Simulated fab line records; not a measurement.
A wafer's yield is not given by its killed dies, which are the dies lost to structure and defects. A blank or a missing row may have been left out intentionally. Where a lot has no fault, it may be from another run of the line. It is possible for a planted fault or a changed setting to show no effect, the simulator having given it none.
fab line records | flow rit-cmos | part 1 of 2: steps 1 to 33 of 47
record lots=5 | wafers=15 | last-day=8
route steps=202 shown PWELL@48 WELLDRIVE@50 NWELL@51 NRETRO@53 PRETRO@64 GATE@75 FOX2@80
lots untouched by any fault: they come from a run of this same line in which no faults occurred
start-h: hours from the record's first day to the start of the lot's first wafer shown | wait-h: hours from the lot's prior step to this one | " as in the row above | L1.1+2: one row covering several wafers at once | - no value present, or no start provided | * or withheld: withheld | < > ~ a bound
route shown NAME@n: names a module that has steps shown in the file, with the first one's number in the route | usual: average and standard deviation across the fault-free wafers | same: alike in all rows | chamber/n: place in a boat | sites: the reading at each site | _std_site: the values' standard deviation | _edge_site: inner sites' mean taken away from outer sites' mean | radius-mm: for every site, how far away it sits from the centre of the wafer | mask NAME#n: copy n | behind: the most recent tool/chamber to have shaped the wafer | hold: why the lot was held/for how many hours/how that ended | device: which transistor (n, p or np) failed to switch | end of line: the tests these same wafers got at the end of their route | a step with no rows: only its recipe | killed: the dies lost at the first sort to structure and to defects; this is not the yield of the wafer | map: dies across one wafer; x = killed, . = not, _ = none there
set.NAME: the setting as run; set.NAME@STEP: as run at that earlier step | model.NAME: the simulator's own value behind a step, which no gauge read
lots at some steps of the route; a table a step, a row a wafer
services: a tool's chamber out of use, with start hour (start-h, from the record's first day; less than 0 if before it), hours out, and reason
## steps
# step RIT_PWELL_STRIP_09
# recipe chemistry=O2 | time-s=180 | resist=NOVOLAK | platen-temp-c=withheld | power-w=500 | pressure-mtorr=4000 | o2-flow-sccm=4000
# usual drypump-motor-current-A=5.8/0.54
lot.wafer | tool            | chamber | start-h | wait-h | drypump-motor-current-A | rf-hours-counter-h
L078.2    | plasma-asher-01 | 1       | 42.83   | 0.1    | 6.1                     | 20
L078.4    | "               | 0       | "       | "      | 5.6                     | -
L078.5    | "               | 1       | "       | "      | 6.1                     | -
L085.2    | plasma-asher-03 | 0       | 78.50   | 0.1    | 6.0                     | 43
L085.4    | "               | 0       | "       | "      | 6.0                     | -
L085.6    | "               | 0       | "       | "      | 6.0                     | -
L093.2    | plasma-asher-02 | 0       | 117.99  | 0.1    | 6.6                     | 50
L093.4    | "               | 1       | "       | "      | 5.2                     | -
L093.6    | "               | 1       | "       | "      | 5.2                     | -
L095.2    | plasma-asher-01 | 1       | 129.92  | 0.1    | 6.1                     | 29
L095.3    | "               | 0       | "       | "      | 5.6                     | -
L095.4    | "               | 1       | "       | "      | 6.1                     | -
L097.4    | plasma-asher-03 | 0       | 140.69  | 0.1    | 6.0                     | -
L097.5    | "               | 1       | "       | "      | 5.2                     | -
L097.6    | "               | 0       | "       | "      | 6.0                     | -
# step RIT_PWELL_TW_MEAS_10
# usual PWELL_TW=953/9.5
lot.wafer | tool          | chamber | start-h | wait-h | PWELL_TW
L078.2    | film-metro-04 | -       | 43.01   | 0.1    | 968
L078.4    | "             | -       | "       | "      | 961
L078.5    | "             | -       | "       | "      | 965
L085.2    | film-metro-02 | -       | 78.69   | 0.1    | 935
L085.4    | "             | -       | "       | "      | 938
L085.6    | "             | -       | "       | "      | 935
L093.2    | film-metro-02 | -       | 118.18  | 0.1    | 957
L093.4    | "             | -       | "       | "      | 957
L093.6    | "             | -       | "       | "      | 949
L095.2    | film-metro-01 | -       | 130.10  | 0.1    | 949
L095.3    | "             | -       | "       | "      | 954
L095.4    | "             | -       | "       | "      | 952
L097.4    | film-metro-01 | -       | 140.84  | 0.1    | 946
L097.5    | "             | -       | "       | "      | 946
L097.6    | "             | -       | "       | "      | 947
# step RIT_WELLDRIVE_ANNEAL_00
# recipe temp-c=1100 | time-s=14700 | ambient=N2
# usual tube_center_temp_C_max=1102.8/0.43
lot.wafer | tool       | chamber | start-h | wait-h | tube_center_temp_C_max
L078.2    | furnace-03 | 0       | 44.88   | 1.9    | 1102.2
L078.4    | "          | 0       | "       | "      | 1102.2
L078.5    | "          | 0       | "       | "      | 1102.6
L085.2    | furnace-01 | 0       | 79.63   | 0.9    | 1102.4
L085.4    | "          | 0       | "       | "      | 1103.2
L085.6    | "          | 0       | "       | "      | 1102.3
L093.2    | furnace-03 | 0       | 119.27  | 1.1    | 1103.1
L093.4    | "          | 0       | "       | "      | 1102.6
L093.6    | "          | 0       | "       | "      | 1102.5
L095.2    | furnace-03 | 0       | 130.23  | 0.1    | 1103.1
L095.3    | "          | 0       | "       | "      | 1103.2
L095.4    | "          | 0       | "       | "      | 1102.3
L097.4    | furnace-03 | 0       | 141.74  | 0.9    | 1102.8
L097.5    | "          | 0       | "       | "      | 1103.0
L097.6    | "          | 0       | "       | "      | 1102.6
# step RIT_WELLDRIVE_RS_MEAS_01
# recipe thk-meas-gauge=four-point-probe
# usual NWELL_RS=275.2/0.69
lot.wafer | tool          | chamber | start-h | wait-h | NWELL_RS[ohm/sq]
L078.2    | film-metro-02 | -       | 49.98   | 0.0    | 275.3
L078.4    | "             | -       | "       | "      | 274.6
L078.5    | "             | -       | "       | "      | 274.4
L085.2    | film-metro-02 | -       | 84.73   | 0.0    | 275.0
L085.4    | "             | -       | "       | "      | 274.4
L085.6    | "             | -       | "       | "      | 275.3
L093.2    | film-metro-04 | -       | 124.38  | 0.0    | 274.8
L093.4    | "             | -       | "       | "      | 275.3
L093.6    | "             | -       | "       | "      | 274.3
L095.2    | film-metro-02 | -       | 135.34  | 0.0    | 276.6
L095.3    | "             | -       | "       | "      | 276.8
L095.4    | "             | -       | "       | "      | 276.0
L097.4    | film-metro-01 | -       | 146.88  | 0.1    | 275.4
L097.5    | "             | -       | "       | "      | 275.2
L097.6    | "             | -       | "       | "      | 275.3
# step RIT_WELLDRIVE_RS_MEAS_02
# recipe thk-meas-gauge=four-point-probe
# usual PWELL_RS=429.6/1.4
lot.wafer | tool          | chamber | start-h | wait-h | PWELL_RS[ohm/sq]
L078.2    | film-metro-02 | -       | 50.10   | 0.1    | 429.1
L078.4    | "             | -       | "       | "      | 428.7
L078.5    | "             | -       | "       | "      | 427.4
L085.2    | film-metro-02 | -       | 84.85   | 0.1    | 429.3
L085.4    | "             | -       | "       | "      | 428.5
L085.6    | "             | -       | "       | "      | 429.3
L093.2    | film-metro-04 | -       | 124.50  | 0.1    | 427.6
L093.4    | "             | -       | "       | "      | 427.3
L093.6    | "             | -       | "       | "      | 428.0
L095.2    | film-metro-02 | -       | 135.46  | 0.1    | 429.2
L095.3    | "             | -       | "       | "      | 429.6
L095.4    | "             | -       | "       | "      | 429.2
L097.4    | film-metro-01 | -       | 147.00  | 0.1    | 430.0
L097.5    | "             | -       | "       | "      | 429.4
L097.6    | "             | -       | "       | "      | 430.2
# step RIT_NRETRO_HMDS_00
# recipe prime-time-s=60 | prime-temp-c=140
lot.wafer  | tool           | chamber | start-h | wait-h
L078.2+4+5 | litho-track-04 | 0       | 50.23   | 0.1
L085.2+4+6 | litho-track-01 | 0       | 84.98   | 0.1
L093.2+4+6 | litho-track-04 | 0       | 124.62  | 0.1
L095.2+3+4 | litho-track-04 | 0       | 135.58  | 0.1
L097.4+5+6 | litho-track-04 | 0       | 147.14  | 0.1
# step RIT_NRETRO_COAT_01
# recipe resist=NOVOLAK | spin-rpm=2000 | resist-thk-nm=1300
lot.wafer  | tool           | chamber | start-h | wait-h
L078.2+4+5 | litho-track-04 | 0       | 50.38   | 0.1
L085.2+4+6 | litho-track-01 | 0       | 85.13   | 0.1
L093.2+4+6 | litho-track-04 | 0       | 124.77  | 0.1
L095.2+3+4 | litho-track-04 | 0       | 135.73  | 0.1
L097.4+5+6 | litho-track-04 | 0       | 147.29  | 0.1
# step RIT_NRETRO_SOFTBAKE_02
# recipe resist=NOVOLAK | temp-c=90 | time-s=60
lot.wafer  | tool           | chamber | start-h | wait-h
L078.2+4+5 | litho-track-04 | 0       | 50.53   | 0.1
L085.2+4+6 | litho-track-01 | 0       | 85.28   | 0.1
L093.2+4+6 | litho-track-04 | 0       | 124.92  | 0.1
L095.2+3+4 | litho-track-04 | 0       | 135.88  | 0.1
L097.4+5+6 | litho-track-04 | 0       | 147.44  | 0.1
# step RIT_NRETRO_EXPOSE_03
# recipe mask-id=M4 | na=0.57 | target-cd-nm=43900 | dose-mj=250
# usual exposure-dose-mJ-cm2=250.03/0.23
lot.wafer | tool             | chamber | start-h | wait-h | mask | exposure-dose-mJ-cm2
L078.2    | iline-stepper-02 | 0       | 50.67   | 0.1    | M4#0 | 250.54
L078.4    | "                | 0       | "       | "      | M4#0 | 250.07
L078.5    | "                | 0       | "       | "      | M4#0 | 250.28
L085.2    | iline-stepper-02 | 0       | 85.55   | 0.2    | M4#0 | 250.06
L085.4    | "                | 0       | "       | "      | M4#0 | 249.96
L085.6    | "                | 0       | "       | "      | M4#0 | 250.30
L093.2    | iline-stepper-02 | 0       | 125.19  | 0.2    | M4#0 | 250.21
L093.4    | "                | 0       | "       | "      | M4#0 | 249.87
L093.6    | "                | 0       | "       | "      | M4#0 | 250.08
L095.2    | iline-stepper-01 | 0       | 136.15  | 0.2    | M4#0 | 249.93
L095.3    | "                | 0       | "       | "      | M4#0 | 250.11
L095.4    | "                | 0       | "       | "      | M4#0 | 249.80
L097.4    | iline-stepper-01 | 0       | 147.57  | 0.1    | M4#0 | 249.71
L097.5    | "                | 0       | "       | "      | M4#0 | 249.80
L097.6    | "                | 0       | "       | "      | M4#0 | 249.96
# step RIT_NRETRO_PEB_04
# recipe resist=NOVOLAK | temp-c=withheld | time-s=withheld
lot.wafer  | tool           | chamber | start-h | wait-h
L078.2+4+5 | litho-track-01 | 0       | 50.79   | 0.1
L085.2+4+6 | litho-track-03 | 0       | 85.67   | 0.1
L093.2+4+6 | litho-track-04 | 0       | 125.31  | 0.1
L095.2+3+4 | litho-track-01 | 0       | 136.33  | 0.2
L097.4+5+6 | litho-track-03 | 0       | 147.70  | 0.1
# step RIT_NRETRO_DEVELOP_05
# recipe resist=NOVOLAK | develop-time-s=68 | dev-temp-c=23
# same develop-time-s=68
lot.wafer  | tool           | chamber | start-h | wait-h
L078.2+4+5 | litho-track-01 | 0       | -       | -
L085.2+4+6 | litho-track-03 | 0       | -       | -
L093.2+4+6 | litho-track-04 | 0       | -       | -
L095.2+3+4 | litho-track-01 | 0       | -       | -
L097.4+5+6 | litho-track-03 | 0       | -       | -
# step RIT_NRETRO_OVL_MEAS_06
# usual NRETRO_OVL=0.1/1.3
lot.wafer | tool       | chamber | start-h | wait-h | NRETRO_OVL[nm]
L078.2    | overlay-01 | -       | 51.09   | -      | 0.5
L078.4    | "          | -       | "       | "      | -0.1
L078.5    | "          | -       | "       | "      | -0.5
L085.2    | overlay-01 | -       | 85.97   | -      | -1.3
L085.4    | "          | -       | "       | "      | -0.2
L085.6    | "          | -       | "       | "      | -0.3
L093.2    | overlay-02 | -       | 125.61  | -      | -0.3
L093.4    | "          | -       | "       | "      | 0.2
L093.6    | "          | -       | "       | "      | -0.5
L095.2    | overlay-02 | -       | 136.63  | -      | 0.1
L095.3    | "          | -       | "       | "      | 0.8
L095.4    | "          | -       | "       | "      | 0.3
L097.4    | overlay-01 | -       | 147.96  | -      | -2.4
L097.5    | "          | -       | "       | "      | -1.7
L097.6    | "          | -       | "       | "      | -0.8
# step RIT_NRETRO_HARDBAKE_07
# recipe resist=NOVOLAK | temp-c=140 | time-s=120
lot.wafer  | tool           | chamber | start-h | wait-h
L078.2+4+5 | litho-track-03 | 0       | 51.18   | 0.1
L085.2+4+6 | litho-track-01 | 0       | 86.04   | 0.1
L093.2+4+6 | litho-track-03 | 0       | 125.68  | 0.1
L095.2+3+4 | litho-track-01 | 0       | 136.94  | 0.3
L097.4+5+6 | litho-track-04 | 0       | 148.10  | 0.1
# step RIT_NRETRO_IMPLANT_08
# recipe species=P | energy-kev=70 | dose-cm2=1e+13 | tilt-deg=7
# usual end-station-pressure-torr=5.01e-06/2.6e-07 | faraday-current-uA=31.8/0.65
lot.wafer | tool         | chamber | start-h | wait-h | end-station-pressure-torr | faraday-current-uA
L078.2    | implanter-02 | 0       | 51.41   | 0.2    | 4.79e-06                  | 30.7
L078.4    | "            | 0       | "       | "      | 5.14e-06                  | 32.5
L078.5    | "            | 0       | "       | "      | 4.85e-06                  | 31.3
L085.2    | implanter-02 | 0       | 86.27   | 0.2    | 5.07e-06                  | 32.5
L085.4    | "            | 0       | "       | "      | 4.82e-06                  | 30.7
L085.6    | "            | 0       | "       | "      | 5.24e-06                  | 32.0
L093.2    | implanter-01 | 0       | 125.91  | 0.2    | 5.29e-06                  | 31.4
L093.4    | "            | 0       | "       | "      | 4.92e-06                  | 31.6
L093.6    | "            | 0       | "       | "      | 4.94e-06                  | 31.4
L095.2    | implanter-01 | 0       | 137.18  | 0.2    | 5.04e-06                  | 31.2
L095.3    | "            | 0       | "       | "      | 4.63e-06                  | 32.0
L095.4    | "            | 0       | "       | "      | 5.55e-06                  | 31.7
L097.4    | implanter-01 | 0       | 148.30  | 0.2    | 4.98e-06                  | 31.3
L097.5    | "            | 0       | "       | "      | 5.03e-06                  | 31.4
L097.6    | "            | 0       | "       | "      | 5.14e-06                  | 31.9
# step RIT_NRETRO_STRIP_09
# recipe chemistry=O2 | time-s=180 | resist=NOVOLAK | platen-temp-c=withheld | power-w=500 | pressure-mtorr=4000 | o2-flow-sccm=4000
# usual drypump-motor-current-A=5.7/0.58
lot.wafer | tool            | chamber | start-h | wait-h | drypump-motor-current-A | rf-hours-counter-h
L078.2    | plasma-asher-02 | 1       | 51.53   | 0.1    | 5.1                     | 42
L078.4    | "               | 1       | "       | "      | 5.2                     | -
L078.5    | "               | 1       | "       | "      | 5.1                     | -
L085.2    | plasma-asher-01 | 0       | 86.40   | 0.1    | 5.6                     | 25
L085.4    | "               | 0       | "       | "      | 5.6                     | -
L085.6    | "               | 1       | "       | "      | 6.1                     | -
L093.2    | plasma-asher-02 | 0       | 126.04  | 0.1    | 6.5                     | 51
L093.4    | "               | 1       | "       | "      | 5.1                     | -
L093.6    | "               | 0       | "       | "      | 6.5                     | -
L095.2    | plasma-asher-04 | 0       | 137.30  | 0.1    | 5.7                     | 2
L095.3    | "               | 0       | "       | "      | 5.7                     | -
L095.4    | "               | 1       | "       | "      | 5.1                     | -
L097.4    | plasma-asher-04 | 0       | 148.44  | 0.1    | 5.7                     | -
L097.5    | "               | 0       | "       | "      | 5.7                     | -
L097.6    | "               | 1       | "       | "      | 5.1                     | -
# step RIT_NRETRO_TW_MEAS_10
# usual NRETRO_TW=1052/8
lot.wafer | tool          | chamber | start-h | wait-h | NRETRO_TW
L078.2    | film-metro-03 | -       | 51.72   | 0.1    | 1040
L078.4    | "             | -       | "       | "      | 1041
L078.5    | "             | -       | "       | "      | 1042
L085.2    | film-metro-03 | -       | 86.58   | 0.1    | 1044
L085.4    | "             | -       | "       | "      | 1050
L085.6    | "             | -       | "       | "      | 1043
L093.2    | film-metro-03 | -       | 126.22  | 0.1    | 1063
L093.4    | "             | -       | "       | "      | 1063
L093.6    | "             | -       | "       | "      | 1059
L095.2    | film-metro-03 | -       | 137.49  | 0.1    | 1055
L095.3    | "             | -       | "       | "      | 1059
L095.4    | "             | -       | "       | "      | 1059
L097.4    | film-metro-04 | -       | 148.58  | 0.1    | 1066
L097.5    | "             | -       | "       | "      | 1062
L097.6    | "             | -       | "       | "      | 1063
# step RIT_PRETRO_HMDS_00
# recipe prime-time-s=60 | prime-temp-c=140
lot.wafer  | tool           | chamber | start-h | wait-h
L078.2+4+5 | litho-track-02 | 0       | 51.79   | 0.1
L085.2+4+6 | litho-track-02 | 0       | 86.66   | 0.1
L093.2+4+6 | litho-track-02 | 0       | 126.30  | 0.1
L095.2+3+4 | litho-track-01 | 0       | 137.57  | 0.1
L097.4+5+6 | litho-track-02 | 0       | 148.69  | 0.1
# step RIT_PRETRO_COAT_01
# recipe resist=NOVOLAK | spin-rpm=2000 | resist-thk-nm=1300
lot.wafer  | tool           | chamber | start-h | wait-h
L078.2+4+5 | litho-track-02 | 0       | 51.94   | 0.1
L085.2+4+6 | litho-track-02 | 0       | 86.81   | 0.1
L093.2+4+6 | litho-track-02 | 0       | 126.45  | 0.1
L095.2+3+4 | litho-track-01 | 0       | 137.72  | 0.1
L097.4+5+6 | litho-track-02 | 0       | 148.84  | 0.1
# step RIT_PRETRO_SOFTBAKE_02
# recipe resist=NOVOLAK | temp-c=90 | time-s=60
lot.wafer  | tool           | chamber | start-h | wait-h
L078.2+4+5 | litho-track-02 | 0       | 52.09   | 0.1
L085.2+4+6 | litho-track-02 | 0       | 86.96   | 0.1
L093.2+4+6 | litho-track-02 | 0       | 126.60  | 0.1
L095.2+3+4 | litho-track-01 | 0       | 137.87  | 0.1
L097.4+5+6 | litho-track-02 | 0       | 148.99  | 0.1
# step RIT_PRETRO_EXPOSE_03
# recipe mask-id=M5 | na=0.57 | target-cd-nm=43700 | dose-mj=250
# usual exposure-dose-mJ-cm2=249.95/0.24
lot.wafer | tool             | chamber | start-h | wait-h | mask | exposure-dose-mJ-cm2
L078.2    | iline-stepper-02 | 0       | 52.24   | 0.1    | M5#0 | 250.01
L078.4    | "                | 0       | "       | "      | M5#0 | 249.86
L078.5    | "                | 0       | "       | "      | M5#0 | 250.14
L085.2    | iline-stepper-01 | 0       | 87.22   | 0.2    | M5#0 | 250.22
L085.4    | "                | 0       | "       | "      | M5#0 | 250.10
L085.6    | "                | 0       | "       | "      | M5#0 | 250.09
L093.2    | iline-stepper-02 | 0       | 126.74  | 0.1    | M5#0 | 250.32
L093.4    | "                | 0       | "       | "      | M5#0 | 250.15
L093.6    | "                | 0       | "       | "      | M5#0 | 249.90
L095.2    | iline-stepper-02 | 0       | 138.02  | 0.1    | M5#0 | 250.06
L095.3    | "                | 0       | "       | "      | M5#0 | 249.55
L095.4    | "                | 0       | "       | "      | M5#0 | 250.31
L097.4    | iline-stepper-01 | 0       | 149.25  | 0.2    | M5#0 | 249.61
L097.5    | "                | 0       | "       | "      | M5#0 | 249.77
L097.6    | "                | 0       | "       | "      | M5#0 | 249.64
# step RIT_PRETRO_PEB_04
# recipe resist=NOVOLAK | temp-c=withheld | time-s=withheld
lot.wafer  | tool           | chamber | start-h | wait-h
L078.2+4+5 | litho-track-01 | 0       | 52.36   | 0.1
L085.2+4+6 | litho-track-02 | 0       | 87.35   | 0.1
L093.2+4+6 | litho-track-01 | 0       | 126.86  | 0.1
L095.2+3+4 | litho-track-02 | 0       | 138.14  | 0.1
L097.4+5+6 | litho-track-03 | 0       | 149.38  | 0.1
# step RIT_PRETRO_DEVELOP_05
# recipe resist=NOVOLAK | develop-time-s=68 | dev-temp-c=23
# same develop-time-s=68
lot.wafer  | tool           | chamber | start-h | wait-h
L078.2+4+5 | litho-track-01 | 0       | -       | -
L085.2+4+6 | litho-track-02 | 0       | -       | -
L093.2+4+6 | litho-track-01 | 0       | -       | -
L095.2+3+4 | litho-track-02 | 0       | -       | -
L097.4+5+6 | litho-track-03 | 0       | -       | -
# step RIT_PRETRO_OVL_MEAS_06
# usual PRETRO_OVL=0.0/1
lot.wafer | tool       | chamber | start-h | wait-h | PRETRO_OVL[nm]
L078.2    | overlay-01 | -       | 52.65   | -      | 1.1
L078.4    | "          | -       | "       | "      | -0.1
L078.5    | "          | -       | "       | "      | 0.5
L085.2    | overlay-01 | -       | 87.64   | -      | 1.1
L085.4    | "          | -       | "       | "      | 1.0
L085.6    | "          | -       | "       | "      | 1.3
L093.2    | overlay-02 | -       | 127.16  | -      | -0.8
L093.4    | "          | -       | "       | "      | -0.2
L093.6    | "          | -       | "       | "      | -1.9
L095.2    | overlay-01 | -       | 138.43  | -      | 0.7
L095.3    | "          | -       | "       | "      | -1.7
L095.4    | "          | -       | "       | "      | -0.3
L097.4    | overlay-01 | -       | 149.64  | -      | -0.6
L097.5    | "          | -       | "       | "      | -1.1
L097.6    | "          | -       | "       | "      | -1.7
# step RIT_PRETRO_HARDBAKE_07
# recipe resist=NOVOLAK | temp-c=140 | time-s=120
lot.wafer  | tool           | chamber | start-h | wait-h
L078.2+4+5 | litho-track-01 | 0       | 52.73   | 0.1
L085.2+4+6 | litho-track-01 | 0       | 87.71   | 0.1
L093.2+4+6 | litho-track-02 | 0       | 127.23  | 0.1
L095.2+3+4 | litho-track-01 | 0       | 138.51  | 0.1
L097.4+5+6 | litho-track-02 | 0       | 149.78  | 0.1
# step RIT_PRETRO_IMPLANT_08
# recipe species=B | energy-kev=45 | dose-cm2=1.2e+13 | tilt-deg=7
# usual end-station-pressure-torr=5.01e-06/2.8e-07 | faraday-current-uA=38.1/0.76
lot.wafer | tool         | chamber | start-h | wait-h | end-station-pressure-torr | faraday-current-uA
L078.2    | implanter-02 | 0       | 52.96   | 0.2    | 5.31e-06                  | 37.6
L078.4    | "            | 0       | "       | "      | 5.11e-06                  | 37.7
L078.5    | "            | 0       | "       | "      | 5.17e-06                  | 37.2
L085.2    | implanter-01 | 0       | 87.95   | 0.2    | 5.06e-06                  | 37.0
L085.4    | "            | 0       | "       | "      | 4.75e-06                  | 38.0
L085.6    | "            | 0       | "       | "      | 4.79e-06                  | 39.1
L093.2    | implanter-02 | 0       | 127.46  | 0.2    | 5.14e-06                  | 37.5
L093.4    | "            | 0       | "       | "      | 4.31e-06                  | 37.9
L093.6    | "            | 0       | "       | "      | 5.34e-06                  | 38.5
L095.2    | implanter-01 | 0       | 138.74  | 0.2    | 4.89e-06                  | 38.0
L095.3    | "            | 0       | "       | "      | 4.82e-06                  | 37.6
L095.4    | "            | 0       | "       | "      | 5.92e-06                  | 37.7
L097.4    | implanter-02 | 0       | 149.98  | 0.2    | 4.59e-06                  | 40.3
L097.5    | "            | 0       | "       | "      | 5.21e-06                  | 38.6
L097.6    | "            | 0       | "       | "      | 4.79e-06                  | 38.7
# step RIT_PRETRO_STRIP_09
# recipe chemistry=O2 | time-s=180 | resist=NOVOLAK | platen-temp-c=withheld | power-w=500 | pressure-mtorr=4000 | o2-flow-sccm=4000
# usual drypump-motor-current-A=5.6/0.38
lot.wafer | tool            | chamber | start-h | wait-h | drypump-motor-current-A | rf-hours-counter-h
L078.2    | plasma-asher-01 | 0       | 53.08   | 0.1    | 5.6                     | 22
L078.4    | "               | 1       | "       | "      | 6.1                     | -
L078.5    | "               | 1       | "       | "      | 6.1                     | -
L085.2    | plasma-asher-04 | 0       | 88.07   | 0.1    | 5.7                     | 46
L085.4    | "               | 0       | "       | "      | 5.8                     | -
L085.6    | "               | 0       | "       | "      | 5.7                     | -
L093.2    | plasma-asher-03 | 0       | 127.59  | 0.1    | 6.0                     | 48
L093.4    | "               | 0       | "       | "      | 6.0                     | -
L093.6    | "               | 0       | "       | "      | 6.0                     | -
L095.2    | plasma-asher-03 | 1       | 138.86  | 0.1    | 5.2                     | 50
L095.3    | "               | 0       | "       | "      | 6.0                     | -
L095.4    | "               | 1       | "       | "      | 5.2                     | -
L097.4    | plasma-asher-01 | 1       | 150.11  | 0.1    | 6.1                     | -
L097.5    | "               | 1       | "       | "      | 6.1                     | -
L097.6    | "               | 0       | "       | "      | 5.6                     | -
# step RIT_PRETRO_TW_MEAS_10
# usual PRETRO_TW=473/3.6
lot.wafer | tool          | chamber | start-h | wait-h | PRETRO_TW
L078.2    | film-metro-02 | -       | 53.27   | 0.1    | 471
L078.4    | "             | -       | "       | "      | 473
L078.5    | "             | -       | "       | "      | 471
L085.2    | film-metro-02 | -       | 88.26   | 0.1    | 465
L085.4    | "             | -       | "       | "      | 468
L085.6    | "             | -       | "       | "      | 473
L093.2    | film-metro-02 | -       | 127.77  | 0.1    | 472
L093.4    | "             | -       | "       | "      | 473
L093.6    | "             | -       | "       | "      | 473
L095.2    | film-metro-02 | -       | 139.05  | 0.1    | 473
L095.3    | "             | -       | "       | "      | 474
L095.4    | "             | -       | "       | "      | 473
L097.4    | film-metro-02 | -       | 150.26  | 0.1    | 476
L097.5    | "             | -       | "       | "      | 472
L097.6    | "             | -       | "       | "      | 474
# step RIT_GATE_WET_ETCH_00
# recipe chemistry=BOE | target=SiO2 | target-depth-nm=56 | time-s=60 | dry=n2-spin | dilution=10:1 | temp-c=21.5
lot.wafer  | tool         | chamber | start-h | wait-h
L078.2+4+5 | wet-bench-04 | 3       | 53.32   | 0.0
L085.2+4+6 | wet-bench-04 | 3       | 88.31   | 0.0
L093.2+4+6 | wet-bench-04 | 3       | 127.82  | 0.0
L095.2+3+4 | wet-bench-04 | 0       | 139.10  | 0.0
L097.4+5+6 | wet-bench-04 | 2       | 150.29  | 0.0
# step RIT_GATE_CLEAN_01
# recipe chemistry=SC1 | mix=3:3:50 | time-s=600 | temp-c=75
lot.wafer  | tool         | chamber | start-h | wait-h
L078.2+4+5 | wet-bench-01 | 1       | 53.34   | 0.0
L085.2+4+6 | wet-bench-01 | 0       | 88.33   | 0.0
L093.2+4+6 | wet-bench-04 | 3       | 127.85  | 0.0
L095.2+3+4 | wet-bench-04 | 0       | 139.12  | 0.0
L097.4+5+6 | wet-bench-04 | 0       | 150.32  | 0.0
# step RIT_GATE_CLEAN_02
# recipe chemistry=dHF | dilution=50:1 | time-s=30
lot.wafer  | tool         | chamber | start-h | wait-h
L078.2+4+5 | wet-bench-02 | 1       | 53.52   | 0.0
L085.2+4+6 | wet-bench-02 | 2       | 88.52   | 0.0
L093.2+4+6 | wet-bench-04 | 1       | 128.07  | 0.0
L095.2+3+4 | wet-bench-04 | 1       | 139.34  | 0.0
L097.4+5+6 | wet-bench-04 | 2       | 150.49  | 0.0
# step RIT_GATE_CLEAN_03
# recipe chemistry=SC2 | mix=3:3:50 | time-s=600 | temp-c=75 | dry=n2-spin
lot.wafer  | tool         | chamber | start-h | wait-h
L078.2+4+5 | wet-bench-04 | 1       | 53.54   | 0.0
L085.2+4+6 | wet-bench-04 | 3       | 88.54   | 0.0
L093.2+4+6 | wet-bench-04 | 0       | 128.08  | 0.0
L095.2+3+4 | wet-bench-04 | 1       | 139.36  | 0.0
L097.4+5+6 | wet-bench-04 | 1       | 150.51  | 0.0
# step RIT_GATE_CLEAN_04
# recipe chemistry=dHF | dilution=50:1 | time-s=60 | dry=n2-spin
lot.wafer  | tool         | chamber | start-h | wait-h
L078.2+4+5 | wet-bench-01 | 0       | 53.71   | 0.0
L085.2+4+6 | wet-bench-01 | 1       | 88.71   | 0.0
L093.2+4+6 | wet-bench-04 | 2       | 128.26  | 0.0
L095.2+3+4 | wet-bench-04 | 2       | 139.53  | 0.0
L097.4+5+6 | wet-bench-04 | 0       | 150.68  | 0.0
# step RIT_FOX2_THK_MEAS_91
# recipe reads=SiO2_of_FOX2_OXIDATION_00
# usual FIELD_OXIDE_LEFT_2_THK=256/7.9
lot.wafer | tool          | chamber | start-h | wait-h | FIELD_OXIDE_LEFT_2_THK[nm]
L078.2    | film-metro-01 | -       | 53.75   | 0.0    | 254
L078.4    | "             | -       | "       | "      | 257
L078.5    | "             | -       | "       | "      | 255
L085.2    | film-metro-01 | -       | 88.75   | 0.0    | 265
L085.4    | "             | -       | "       | "      | 265
L085.6    | "             | -       | "       | "      | 269
L093.2    | film-metro-03 | -       | 128.29  | 0.0    | 259
L093.4    | "             | -       | "       | "      | 254
L093.6    | "             | -       | "       | "      | 262
L095.2    | film-metro-02 | -       | 139.57  | 0.0    | 259
L095.3    | "             | -       | "       | "      | 255
L095.4    | "             | -       | "       | "      | 256
L097.4    | film-metro-03 | -       | 150.74  | 0.0    | 240
L097.5    | "             | -       | "       | "      | 242
L097.6    | "             | -       | "       | "      | 242
